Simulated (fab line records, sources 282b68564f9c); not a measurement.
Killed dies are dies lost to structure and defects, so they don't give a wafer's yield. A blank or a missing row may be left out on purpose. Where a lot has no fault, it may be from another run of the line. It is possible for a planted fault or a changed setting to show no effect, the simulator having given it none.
Code-filled problem report in 8D (eight disciplines) form -- flow rit_cmos -- the parts of the form that need people (team, actions taken, sign-off) are left out

## 1. THE PROBLEM
Wafers free of any fault read 115.98 ohm/sq (standard deviation 0.24) for PSD_RS at RIT_SDANNEAL_RS_MEAS_04, against a mean of 94.13 ohm/sq on 6 wafers of 2 lots. Measured from the usual mean, that is -91 standard deviations.
The step: measures by four-point-probe.
First seen on wafer L468.2, day 6 02:52, on film_metro-01. The record has a number at this step for 42 wafers belonging to 14 lots. By rule, "out" or "out of limits" means more than 4 standard deviations away from the usual mean. All remaining wafers that have a number are taken as sound.

## 2. WHAT IT IS; WHAT IT IS NOT
question,is,is not
which readings at this step,PSD_RS,-
which lots,"L468, L470","L454, L457, L458, L461, L462, L463, L465, L466, L467, L469, L475, L477"
which wafers of those lots,all that have a number,-
read on which gauges,"film_metro-01, film_metro-02",film_metro-03
when,from day 6 02:52,"up to then (27 sound wafers); but 9 sound wafers of L469, L475, L477 came after"

## 3. THE SUSPECTS, EACH WITH WHAT RULES IT OUT
Counting: a tool stays on the suspect list if, at a process step up to the reading, it processed all lots that are out and no sound lot following the first of them.
- the gauge at RIT_SDANNEAL_RS_MEAS_04 is ruled out. 2 gauges (film_metro-01, film_metro-02) read the wafers that are out.
- rtp_anneal-02 at RIT_SDANNEAL_RTA_03 (time 5 s): kept. It processed each lot that is out, first L468 at day 6 02:48, and no sound lot thereafter; up to then, the last sound lot it processed was L466 at day 5 18:34. Out on those wafers are its own readings of wafer_temp_C_max.
After counting, what remains is rtp_anneal-02 at RIT_SDANNEAL_RTA_03.

## 4. THE CAUSE (what the simulator had put in)
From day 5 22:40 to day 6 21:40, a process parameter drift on rtp_anneal-02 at RIT_SDANNEAL_RTA_03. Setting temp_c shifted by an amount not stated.
The count eliminated every tool but this one.

## 5. THE EFFECT CHAIN, in route order
Each row: a reading whose mean over the struck wafers that have a number lies more than 3 standard deviations from the usual. Only readings whose record carries a usual standard deviation are examined. hours: median over the lots of the time between each lot's start at the first step of this table that gives one and its start at this step. sigmas: the change, counted in usual standard deviations.
hours,step,reading,usual,on struck wafers,change,sigmas
0,RIT_SDANNEAL_RTA_03,wafer_temp_C_max,1053.5,1087.3,+33.8,+28
0,RIT_SDANNEAL_RS_MEAS_04,PSD_RS,115.98 ohm/sq,94.13,-21.85,-91
0,RIT_SDANNEAL_RS_MEAS_05,NSD_RS,84.48 ohm/sq,83.47,-1.01,-3.5
0,RIT_SDANNEAL_RS_MEAS_06,PLDD_RS,178.7 ohm/sq,159.6,-19.1,-38
Process steps it contains:
- RIT_SDANNEAL_RTA_03: time 5 s.

## 6. HOW IT WOULD HAVE BEEN CAUGHT EARLIER
4 hours passed between the start of the fault at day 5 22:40 and the first reading out of limits at a measuring or inspecting step in this record, taken at day 6 02:52.
The tool's own readings at RIT_SDANNEAL_RTA_03 were out on every struck wafer that the step has a row for (wafer_temp_C_max): an alarm limit on them would have fired on the first of those.
Of the lots that are out (2), L470 began RIT_SDANNEAL_RTA_03 on rtp_anneal-02 after day 6 02:52. Had the tool been put on hold then, it would have been spared.
